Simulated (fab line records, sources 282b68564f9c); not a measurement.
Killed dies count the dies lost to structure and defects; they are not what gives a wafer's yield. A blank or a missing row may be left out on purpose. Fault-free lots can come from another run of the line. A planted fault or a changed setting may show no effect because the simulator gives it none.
Check for tools in common | flow rit cmos | 42 wafers sampled across 14 lots

THE REASON FOR OPENING IT
RIT_PRETRO_TW_MEAS_10, reading PRETRO_TW: flagged on 2 of 14 lots. Wafers without a fault read 476, standard deviation 4.7.
Rule: a lot is flagged when every wafer of it that has a number lies more than 4 standard deviations from that mean, or none has a number. All remaining lots are regarded as sound.

lot  | measured    | on            | PRETRO_TW, wafer by wafer | flag
L370 | day 2 14:37 | film metro-03 | 478 478 476               |
L371 | day 2 20:20 | film metro-04 | 471 473 470               |
L372 | day 3 01:30 | film metro-03 | 477 476 475               |
L373 | day 3 04:38 | film metro-03 | 474 476 477               |
L374 | day 3 08:40 | film metro-04 | 471 468 471               |
L375 | day 3 13:49 | film metro-03 | 480 477 478               |
L377 | day 4 01:44 | film metro-04 | 470 471 472               |
L380 | day 4 13:59 | film metro-01 | 481 478 479               |
L387 | day 6 02:58 | film metro-01 | 482 482 481               |
L388 | day 6 08:56 | film metro-01 | 543 547 542               | FLAGGED
L390 | day 6 17:11 | film metro-01 | 540 544 545               | FLAGGED
L391 | day 6 22:08 | film metro-01 | 478 479 480               |
L392 | day 7 00:39 | film metro-03 | 479 482 481               |
L393 | day 7 09:22 | film metro-04 | 472 471 475               |
The numbers of the flagged lots are 544 on average: +68 against the usual, or +14 standard deviations.

WHICH TOOL EACH LOT WENT THROUGH
The record holds 1 process step before the reading, out of a route of 202 steps. In each cell: the tool, then ch and the chambers that the sampled wafers went through, then the start.
lot  | flag    | RIT_PRETRO_IMPLANT_08
L370 |         | implanter-02 ch 0, day 2 14:19
L371 |         | implanter-01 ch 0, day 2 20:01
L372 |         | implanter-01 ch 0, day 3 01:11
L373 |         | implanter-03 ch 0, day 3 04:20
L374 |         | implanter-03 ch 0, day 3 08:21
L375 |         | implanter-03 ch 0, day 3 13:30
L377 |         | implanter-03 ch 0, day 4 01:25
L380 |         | implanter-01 ch 0, day 4 13:42
L387 |         | implanter-03 ch 0, day 6 02:38
L388 | FLAGGED | implanter-01 ch 0, day 6 08:38
L390 | FLAGGED | implanter-01 ch 0, day 6 16:52
L391 |         | implanter-03 ch 0, day 6 21:49
L392 |         | implanter-02 ch 0, day 7 00:22
L393 |         | implanter-02 ch 0, day 7 09:03
What these steps do:
- RIT_PRETRO_IMPLANT_08
- RIT_PRETRO_TW_MEAS_10

FLAGGED AGAINST TOTAL, ONE TOOL AT A TIME (gauges that did the reading follow at the end)
step                  | tool          | lots run | flagged | share of the flagged lots | sound lots run after its first flagged lot
RIT_PRETRO_IMPLANT_08 | implanter-01  | 5        | 2       | all                       | 0
RIT_PRETRO_IMPLANT_08 | implanter-02  | 3        | 0       | none                      | -
RIT_PRETRO_IMPLANT_08 | implanter-03  | 6        | 0       | none                      | -
RIT_PRETRO_TW_MEAS_10 | film metro-01 | 5        | 2       | all                       | 1 (L391)
RIT_PRETRO_TW_MEAS_10 | film metro-03 | 5        | 0       | none                      | -
RIT_PRETRO_TW_MEAS_10 | film metro-04 | 4        | 0       | none                      | -

WHAT IS ALLOWED BY THE TABLE
Rows of the table that ran all the flagged lots, 2 in number: implanter-01 at RIT_PRETRO_IMPLANT_08; film metro-01 at RIT_PRETRO_TW_MEAS_10.
- implanter-01 at RIT_PRETRO_IMPLANT_08 ran 5 lots, 2 of them flagged. It ran its last sound lot, L380, at day 4 13:42 and its first flagged lot, L388, at day 6 08:38: a fault with its onset between the two fits. Its own readings (dose ions cm2, faraday current uA) fall more than 4 standard deviations out on all wafers of the flagged lots.
- film metro-01 at RIT_PRETRO_TW_MEAS_10 ran 5 lots, 2 of them flagged. After the first flagged lot (L391), sound lots still ran on it; a lasting fault on the whole tool would not permit that.
Left over: one tool, implanter-01 at RIT_PRETRO_IMPLANT_08.

WHAT WAS PUT IN BY THE SIMULATOR
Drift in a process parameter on implanter-01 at RIT_PRETRO_IMPLANT_08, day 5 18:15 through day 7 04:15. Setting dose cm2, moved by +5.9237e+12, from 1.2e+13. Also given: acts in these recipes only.
Shown lots that were struck: L388, L390. The rule above found the same.
